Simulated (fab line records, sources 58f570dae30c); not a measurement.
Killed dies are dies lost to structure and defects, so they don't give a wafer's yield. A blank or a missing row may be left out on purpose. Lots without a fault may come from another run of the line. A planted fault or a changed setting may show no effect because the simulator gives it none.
Which tool did it? | flow berkeley_cmos170 | 14 lots, 42 wafers sampled, at 4 steps of a route of 331

WHAT THE GAUGES READ, wafer by wafer
UCB170_NWELL_OVL_MEAS_12. Usual: NWELL_OVL 1 nm, standard deviation 4.9.
lot  | measured    | on         | NWELL_OVL (nm) | flag
L825 | day 2 15:22 | overlay-02 | -8 -1 0        |
L826 | day 2 15:31 | overlay-01 | 2 -1 -1        |
L827 | day 3 03:01 | overlay-02 | 7 5 3          |
L829 | day 3 06:53 | overlay-02 | 2 9 10         |
L830 | day 3 13:31 | overlay-01 | 3 15 7         |
L831 | day 3 18:49 | overlay-01 | 1 -4 -5        |
L833 | day 4 06:02 | overlay-01 | 0 0 0          |
L834 | day 4 11:15 | overlay-02 | -3 2 5         |
L836 | day 4 20:48 | overlay-02 | 7 2 1          |
L837 | day 4 21:04 | overlay-01 | 3 3 1          |
L838 | day 5 04:50 | overlay-01 | -3 -3 -1       |
L844 | day 6 16:38 | overlay-02 | 0 -1 -2        |
L846 | day 6 17:52 | overlay-02 | -7 -1 2        |
L848 | day 7 03:25 | overlay-01 | 0 2 0          |

UCB170_PWELL_THK_MEAS_03. Usual: PWELL_OXIDE_THK 26.4 nm, standard deviation 0.49.
lot  | measured    | on            | PWELL_OXIDE_THK (nm) | flag
L825 | day 3 02:28 | film_metro-03 | 26.6 26.2 26.3       |
L826 | day 3 02:28 | film_metro-02 | 26.0 25.9 25.8       |
L827 | day 3 14:35 | film_metro-03 | 25.9 25.5 25.3       |
L829 | day 3 14:35 | film_metro-02 | 26.0 26.3 26.0       |
L830 | day 4 01:58 | film_metro-03 | 25.9 26.3 25.9       |
L831 | day 4 01:58 | film_metro-04 | 26.2 26.2 26.3       |
L833 | day 4 17:27 | film_metro-02 | 27.2 26.4 26.4       |
L834 | day 5 01:50 | film_metro-04 | 26.8 27.1 27.2       |
L836 | day 5 09:05 | film_metro-03 | 26.2 26.0 25.9       |
L837 | day 5 09:05 | film_metro-04 | 27.0 26.3 26.7       |
L838 | day 5 15:35 | film_metro-04 | 25.4 25.5 25.7       |
L844 | day 7 07:00 | film_metro-04 | 27.3 26.4 26.6       |
L846 | day 7 07:07 | film_metro-04 | 26.7 26.4 26.9       |
L848 | day 7 16:20 | film_metro-04 | 27.1 26.3 26.9       |

UCB170_NVT_OVL_MEAS_06. Usual: NVT_OVL 4 nm, standard deviation 5.2.
lot  | measured     | on         | NVT_OVL (nm) | flag
L825 | day 6 08:19  | overlay-01 | 10 5 5       |
L826 | day 6 08:35  | overlay-01 | 13 7 4       |
L827 | day 6 22:58  | overlay-01 | 7 8 0        |
L829 | day 7 04:31  | overlay-02 | 11 13 15     |
L830 | day 7 10:45  | overlay-02 | 3 6 8        |
L831 | day 7 10:24  | overlay-02 | -2 -3 -5     |
L833 | day 8 04:37  | overlay-01 | 4 6 4        |
L834 | day 8 20:49  | overlay-01 | 1 10 9       |
L836 | day 8 20:56  | overlay-02 | -3 -11 -11   |
L837 | day 8 21:05  | overlay-02 | 8 -2 1       |
L838 | day 9 01:17  | overlay-02 | 1 -3 -1      |
L844 | day 11 08:20 | overlay-02 | - - -        | OFF
L846 | day 11 02:25 | overlay-01 | - - -        | OFF
L848 | day 11 02:52 | overlay-02 | 3 3 -2       |

WHICH TOOL RAN EACH LOT (tool, then ch and the chambers of the sampled wafers, then the start)
lot  | UCB170_NVT_DEVELOP_05
L825 | litho_track-02 ch 0, day 6 08:00
L826 | litho_track-02 ch 0, day 6 08:00
L827 | litho_track-03 ch 0, day 6 22:00
L829 | litho_track-04 ch 0, day 7 04:00
L830 | litho_track-03 ch 0, day 7 10:00
L831 | litho_track-03 ch 0, day 7 10:00
L833 | litho_track-04 ch 0, day 8 04:00
L834 | litho_track-03 ch 0, day 8 20:00
L836 | litho_track-04 ch 0, day 8 20:00
L837 | litho_track-03 ch 0, day 8 20:00
L838 | litho_track-02 ch 0, day 9 01:00
L844 | litho_track-03, day 11 08:00
L846 | litho_track-02, day 11 02:00
L848 | litho_track-04 ch 0, day 11 02:00
- UCB170_NVT_DEVELOP_05: develop time 45 s.

WHAT THE TOOLS THEMSELVES READ (means of the sampled wafers that have a number; where no wafer has one, the mark that the record gives instead)
UCB170_NVT_DEVELOP_05. Usual: chill_plate_temp_C 23.00 C, standard deviation 0.1.
lot  | tool           | chill_plate_temp_C (C) | flag
L825 | litho_track-02 | 23.05                  |
L826 | litho_track-02 | 22.95                  |
L827 | litho_track-03 | 23.04                  |
L829 | litho_track-04 | 22.97                  |
L830 | litho_track-03 | 23.06                  |
L831 | litho_track-03 | 22.99                  |
L833 | litho_track-04 | 22.98                  |
L834 | litho_track-03 | 22.86                  |
L836 | litho_track-04 | 22.99                  |
L837 | litho_track-03 | 22.93                  |
L838 | litho_track-02 | 22.99                  |
L844 | litho_track-03 | -                      | OFF
L846 | litho_track-02 | -                      | OFF
L848 | litho_track-04 | 23.12                  |

THE ANSWER, worked out from the rows above alone
Rule: a lot is off if the mean of its wafers that have a number lies more than 3 standard deviations from the usual mean. A lot without any number at a reading at which 4 lots or more have one is off too. The other lots that the step has rows for count as sound. The gauges are gone through in route order, then the tools' own readings, and for those a lot's mean is taken as printed above. The first step at which some lot is off is used, and at that step the reading that is off furthest; a lot without a number counts as furthest.
Off: L844, L846, at UCB170_NVT_OVL_MEAS_06 (NVT_OVL). Without a number there: L844, L846.
A tool fits if, at a process step before that reading, it ran every lot that is off, and no sound lot after the first of them. The gauges at UCB170_NVT_OVL_MEAS_06 aren't tried: what is off there is off at UCB170_NVT_DEVELOP_05 too, on other tools, and a gauge's error can't cause that. None of those tried fits.

WHAT THE SIMULATOR HAD PUT IN
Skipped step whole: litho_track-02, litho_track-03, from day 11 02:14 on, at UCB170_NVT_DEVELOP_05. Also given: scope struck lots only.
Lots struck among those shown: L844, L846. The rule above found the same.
